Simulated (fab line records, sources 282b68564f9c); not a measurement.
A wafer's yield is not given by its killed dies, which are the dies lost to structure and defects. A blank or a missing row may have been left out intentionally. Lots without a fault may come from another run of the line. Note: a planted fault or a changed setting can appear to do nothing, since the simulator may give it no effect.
Split-lot experiment -- flow ritCmos -- 5 lots, 23 wafers read, on a route of 202 steps

## ABOUT THE SPLIT
At RIT_GATE_SOFTBAKE_12 (time 60 s), the setting tempC was moved away from the recipe's 90 C on 9 of the 23 wafers read, by -4.1% to +1.4%. For the rest of the wafers, this setting stayed at what the recipe calls for.

## FROM THE SPLIT TO THE READING: what the file shows between them, 2 steps
- RIT_GATE_EXPOSE_13: exposes mask M6, target cd 150 nm
- RIT_GATE_PEB_14

## THE READING
NOVOLAK_of_GATE_COAT_11.thkNm (the simulator's own value, which no gauge read), in nm, at RIT_GATE_DEVELOP_15 (develop time 50 s). The file gives no usual value for it. Average 849.1 nm, standard deviation 1.4 nm, over the 14 wafers here run with the recipe.

wafer,"tool, chamber at the split","tempC as run, C",against the recipe,"NOVOLAK_of_GATE_COAT_11.thkNm, nm",against lot-mates on the recipe
L079.1,"lithoTrack-02, 0",87.46,-2.8%,857.5,+8.3
L079.3,"lithoTrack-02, 0",90,recipe,850.8,-
L079.4,"lithoTrack-02, 0",87.46,-2.8%,856.1,+6.9
L079.5,"lithoTrack-02, 0",90,recipe,847.6,-
L079.6,"lithoTrack-02, 0",87.46,-2.8%,856.8,+7.6
L080.1,"lithoTrack-01, 0",90,recipe,846.9,-
L080.2,"lithoTrack-01, 0",88.87,-1.3%,848.5,+1.0
L080.3,"lithoTrack-01, 0",90,recipe,847.2,-
L080.4,"lithoTrack-01, 0",88.87,-1.3%,849,+1.5
L080.5,"lithoTrack-01, 0",90,recipe,848.4,-
L081.1,"lithoTrack-03, 0",86.28,-4.1%,856.9,+7.9
L081.2,"lithoTrack-03, 0",90,recipe,850.4,-
L081.3,"lithoTrack-03, 0",86.28,-4.1%,856.6,+7.6
L081.4,"lithoTrack-03, 0",90,recipe,848.7,-
L081.5,"lithoTrack-03, 0",90,recipe,847.8,-
L084.1,"lithoTrack-02, 0",90,recipe,848.9,-
L084.4,"lithoTrack-02, 0",90,recipe,850.7,-
L084.6,"lithoTrack-02, 0",90,recipe,851.7,-
L085.2,"lithoTrack-01, 0",90,recipe,849.3,-
L085.3,"lithoTrack-01, 0",91.24,+1.4%,846.5,-2.9
L085.4,"lithoTrack-01, 0",90,recipe,849,-
L085.5,"lithoTrack-01, 0",90,recipe,849.8,-
L085.6,"lithoTrack-01, 0",91.24,+1.4%,847.8,-1.6

THE FIT
A straight line over all 23 wafers: NOVOLAK_of_GATE_COAT_11.thkNm changes by -2.05 nm for each +1% of tempC; r = -0.89; the points scatter about the line by 1.7 nm.
The same after taking each lot's own level away (the mean of its wafers on the recipe; 23 wafers): -2.1 nm for each +1%; r = -0.94; scatter 1.2 nm.
According to that fit, moving tempC by its largest amount changes the reading by 8.7 nm.
From 847.50 to 850.43 nm: that is the span of the lots' own levels, equal to 2.1 times the standard deviation above.
Hence the lot-to-lot level has little effect on the slope; both slopes agree.
Check: +9.06 nm against its lot-mates is what the line predicts for one of the wafers moved furthest among these (-4.1%) when that wafer is left out of the fit. Against them it came out at +7.93 nm.

## THE OTHER SPLITS THESE WAFERS WENT THROUGH
These wafers also went through other splits before the reading. Each is held against what the fit with the lots' levels taken away leaves over:
other split on the same wafers,wafers away from the commonest value,r with NOVOLAK_of_GATE_COAT_11.thkNm (lot level and that fit taken away)
RIT_NRETRO_COAT_01 resistThkNm,12,+0.19
RIT_PRETRO_HARDBAKE_07 tempC,7,+0.07
RIT_GATE_CVD_08 tempC,15,-0.40

## FILE'S OWN FIT
NOVOLAK_of_GATE_COAT_11.thkNm changes by -2.05 nm for each +1% of tempC, r = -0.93.
